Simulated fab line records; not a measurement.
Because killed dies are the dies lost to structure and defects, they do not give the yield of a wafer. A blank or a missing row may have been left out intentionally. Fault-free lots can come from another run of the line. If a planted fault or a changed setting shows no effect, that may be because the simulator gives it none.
Check of tool commonality -- flow rit_cmos -- Sample size 14 lots and 42 wafers

THE REASON FOR OPENING IT
Of 14 lots, 2 have the reading NSD_TW flagged at RIT_NSD_TW_MEAS_10. Wafers without a fault read 3134, standard deviation 39.
Rule: a lot is flagged in two cases, either no wafer of it has a number, or all its wafers with numbers fall more than 4 standard deviations from that mean. As for the other lots, they are considered sound.

lot,measured,on,"NSD_TW, wafer by wafer",flag
L533,day 3 09:59,film_metro-02,3074 3084 3074,
L534,day 3 16:04,film_metro-02,3091 3080 3078,
L535,day 3 17:35,film_metro-03,3178 3170 3187,
L536,day 3 22:07,film_metro-02,3103 3089 3076,
L539,day 4 10:20,film_metro-02,3094 3080 3072,
L540,day 4 16:03,film_metro-03,3170 3160 3146,
L541,day 4 18:14,film_metro-03,3159 3166 3180,
L545,day 5 20:01,film_metro-03,3413 3428 3417,FLAGGED
L546,day 5 21:10,film_metro-04,3374 3365 3356,FLAGGED
L548,day 6 08:34,film_metro-02,3085 3095 3082,
L549,day 6 13:50,film_metro-04,3146 3160 3170,
L552,day 7 01:19,film_metro-02,3066 3073 3072,
L553,day 7 05:08,film_metro-02,3074 3073 3072,
L554,day 7 10:41,film_metro-03,3189 3168 3187,
On average the flagged lots' numbers are 3392, which is +258 against the usual, or +7 standard deviations.

EACH LOT AND THE TOOL IT RAN ON
The record holds 1 process step before the reading, out of a route of 202 steps. Each cell gives the tool, then ch followed by the chambers the sampled wafers passed through, then the start.
lot,flag,RIT_NSD_IMPLANT_08
L533,,"implanter-04 ch 0, day 3 09:40"
L534,,"implanter-04 ch 0, day 3 15:45"
L535,,"implanter-04 ch 0, day 3 17:16"
L536,,"implanter-01 ch 0, day 3 21:50"
L539,,"implanter-01 ch 0, day 4 10:01"
L540,,"implanter-04 ch 0, day 4 15:46"
L541,,"implanter-02 ch 0, day 4 17:55"
L545,FLAGGED,"implanter-02 ch 0, day 5 19:41"
L546,FLAGGED,"implanter-02 ch 0, day 5 20:50"
L548,,"implanter-01 ch 0, day 6 08:16"
L549,,"implanter-04 ch 0, day 6 13:32"
L552,,"implanter-01 ch 0, day 7 00:59"
L553,,"implanter-01 ch 0, day 7 04:50"
L554,,"implanter-04 ch 0, day 7 10:23"
These steps, and what they do:
- RIT_NSD_IMPLANT_08
- RIT_NSD_TW_MEAS_10

FLAGGED AGAINST TOTAL, ONE TOOL AT A TIME (gauges that did the reading follow at the end)
step,tool,lots run,flagged,share of the flagged lots,sound lots run after its first flagged lot
RIT_NSD_IMPLANT_08,implanter-01,5,0,none,-
RIT_NSD_IMPLANT_08,implanter-02,3,2,all,0
RIT_NSD_IMPLANT_08,implanter-04,6,0,none,-
RIT_NSD_TW_MEAS_10,film_metro-02,7,0,none,-
RIT_NSD_TW_MEAS_10,film_metro-03,5,1,some,1 (L554)
RIT_NSD_TW_MEAS_10,film_metro-04,2,1,some,1 (L549)

WHAT THE TABLE ALLOWS
Rows of the table that ran each flagged lot: 1, that is implanter-02 at RIT_NSD_IMPLANT_08.
- implanter-02 at RIT_NSD_IMPLANT_08 ran 3 lots, 2 of them flagged. It ran its last sound lot, L541, at day 4 17:55 and its first flagged lot, L545, at day 5 19:41: a fault with its onset between the two fits. Its own readings (beam_on_s, faraday_current_uA) fall more than 4 standard deviations out on all wafers of the flagged lots.
What remains is a single tool, implanter-02 at RIT_NSD_IMPLANT_08.

WHAT HAD BEEN PUT IN BY THE SIMULATOR
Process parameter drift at RIT_NSD_IMPLANT_08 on implanter-02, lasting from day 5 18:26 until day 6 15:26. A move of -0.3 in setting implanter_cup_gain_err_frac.
Struck lots among those shown: L545, L546. The same result came from the rule above.
